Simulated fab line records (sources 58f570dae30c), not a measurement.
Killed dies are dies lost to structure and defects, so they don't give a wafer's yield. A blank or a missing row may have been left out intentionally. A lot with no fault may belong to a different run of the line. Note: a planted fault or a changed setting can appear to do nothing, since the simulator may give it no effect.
2 desks looking at one fault + flow berkeley_cmos170 + only its own numbers are on each desk; what lay behind them is given at the end

## FROM THE METROLOGY DESK
What the gauges read for every lot (on any tool): the sampled wafers with a number, averaged. A lot is out of limits, marked OUT, if its mean lies more than 4 standard deviations from the usual mean; the brackets give that distance.
Columns: A = CONTACT_OVL at UCB170_CONTACT_OVL_MEAS_16, usual 0 nm; B = V1_POLISHED_THK at UCB170_V1_THK_MEAS_04, usual 1000.3 nm
| lot  | first seen here | A  | B                        |
|------|-----------------|----|--------------------------|
| L660 | day 8 16:53     | 5  | 1000.4                   |
| L659 | day 8 17:14     | 3  | 1001.1                   |
| L661 | day 8 17:32     | 10 | 1000.9                   |
| L662 | day 8 23:34     | -1 | 1239.1 (+99 or more) OUT |
| L664 | day 9 17:58     | 12 | 1360.7 (+99 or more) OUT |
| L669 | day 10 16:37    | -8 | 998.0                    |
| L670 | day 10 22:56    | 3  | 1000.4                   |
| L673 | day 11 06:46    | -4 | 1000.5                   |
| L674 | day 11 15:32    | -3 | 1000.9                   |
| L677 | day 12 08:47    | 1  | 1001.4                   |
| L681 | day 12 16:00    | -6 | 998.9                    |
| L679 | day 12 17:01    | -2 | 1001.1                   |
| L680 | day 12 20:03    | 3  | 1000.2                   |
This desk reports L662, L664 out of limits; the earliest was L662 at day 9 04:59 (V1_POLISHED_THK at UCB170_V1_THK_MEAS_04). In limits: L660, L659, L661, L669, L670, L673, L674, L677, L681, L679, L680.

## FOR THE TOOL OWNER'S DESK: cmp-02
The tool's own readings at UCB170_V1_CMP_02 (polishes SiO2): means of the sampled wafers that have a number, for each lot that ran on this tool. A lot is out of limits, marked OUT, if its mean lies more than 4 standard deviations from the usual mean; the brackets give that distance.
Columns: A = motor_current_A at UCB170_V1_CMP_02, usual 16.5 A; B = slurry_filter_dp_kPa at UCB170_V1_CMP_02, usual 13.49 kPa
| lot  | first seen here | A    | B     |
|------|-----------------|------|-------|
| L659 | day 8 22:08     | 16.9 | 13.42 |
| L661 | day 8 22:17     | 17.5 | 13.53 |
| L662 | day 9 04:35     | 17.3 | 13.54 |
| L664 | day 9 21:57     | 17.5 | 13.42 |
This desk found nothing out of limits on any of the 4 lots.

## ALL TOGETHER
An alarm was possible from the metrology desk at day 9 04:59, on L662, L664.
The tool owner's desk saw nothing out of limits.
On record at the tool owner's desk: L662, L664, within its limits.
Every lot named ran UCB170_V1_CMP_02 on cmp-02.

## WHAT THE SIMULATOR HAD INSERTED
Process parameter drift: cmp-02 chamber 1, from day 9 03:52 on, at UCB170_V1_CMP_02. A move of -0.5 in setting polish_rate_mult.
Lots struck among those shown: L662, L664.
Delay in hours, fault start to first out-of-limits reading, per desk: metrology desk 1.
